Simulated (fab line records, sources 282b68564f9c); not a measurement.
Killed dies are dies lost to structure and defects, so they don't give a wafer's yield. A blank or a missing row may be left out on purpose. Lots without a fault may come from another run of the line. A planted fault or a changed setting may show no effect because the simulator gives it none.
A struck lot beside a sound one | flow rit_cmos | 15 steps out of a route of 202
Sound: wafers L563.2, L563.4, L563.6. Struck: wafers L574.2, L574.5, L574.6. The cause comes at the end.
At each step with rows: each side's tool, then ch and its chambers, then its first start. Under that, the readings that differ: sound wafers | struck wafers | difference of the means | sigmas: that difference in standard deviations of wafers without a fault.
alike: readings whose means differ by less than 2 such deviations, and words and numbers that are the same on both sides. not compared: withheld readings, readings that some wafer has no value for, bounds like >300 that may hide the same value, and numbers for which the record gives no deviation and whose values overlap.
The two part at a step that has a row with sigmas, a row that says differs or no value, or rows on one side only. Numbers that don't overlap but have no deviation are shown without sigmas and don't part them. A reading that every wafer of one side lacks parts them only if that side has two wafers or more.

first, 5 steps without rows for these wafers: RIT_NSD_COAT_01 (resist thk 1000 nm); RIT_NSD_SOFTBAKE_02 (time 60 s); RIT_NSD_EXPOSE_03 (exposes mask M9, target cd 40700 nm); RIT_NSD_PEB_04; RIT_NSD_DEVELOP_05 (develop time 50 s).
RIT_NSD_OVL_MEAS_06:
  sound on overlay-02, day 4 11:38; struck on overlay-02, day 6 15:57
  alike: NSD_OVL
then, 2 steps without rows for these wafers: RIT_NSD_HARDBAKE_07 (time 60 s); RIT_NSD_IMPLANT_08.
RIT_NSD_STRIP_09: strips in O2, time 180 s.
  sound on plasma_asher-01 ch 0, day 4 11:58; struck on plasma_asher-04 ch 0,1, day 6 16:17
  alike: drypump_motor_current_A, o2_flow_sccm
  not compared: rf_hours_counter_h
RIT_NSD_TW_MEAS_10:
  sound on film_metro-04, day 4 12:09; struck on film_metro-01, day 6 16:28
  alike: NSD_TW
then, 2 steps without rows for these wafers: RIT_PSD_HMDS_00 (prime time 60 s); RIT_PSD_COAT_01 (resist thk 1000 nm).
RIT_PSD_SOFTBAKE_02: time 60 s.
  sound on litho_track-03 ch 0, day 4 12:31; struck on litho_track-03 ch 0, day 6 16:50
  reading                  | sound             | struck            | difference | sigmas
  heater_power_total_W (W) | 34.51 34.55 34.64 | 34.92 34.97 34.90 | +0.36      | +7
  run_length_s (s)         | 89.23 89.40 89.16 | 86.55 86.57 86.93 | -2.58      | -9
then, 1 step without rows for these wafers: RIT_PSD_EXPOSE_03 (exposes mask M10, target cd 40900 nm).
RIT_M1_PROBE_99:
  the record has rows for the sound wafers here (prober-01, day 5 04:49) and none for the struck ones

WHERE THEY PART
First at RIT_PSD_SOFTBAKE_02; last, within this record, at RIT_M1_PROBE_99.

WHY: what the simulator had put in
Process parameter drift: litho_track-03, from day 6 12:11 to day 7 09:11, at RIT_PSD_SOFTBAKE_02. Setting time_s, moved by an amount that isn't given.
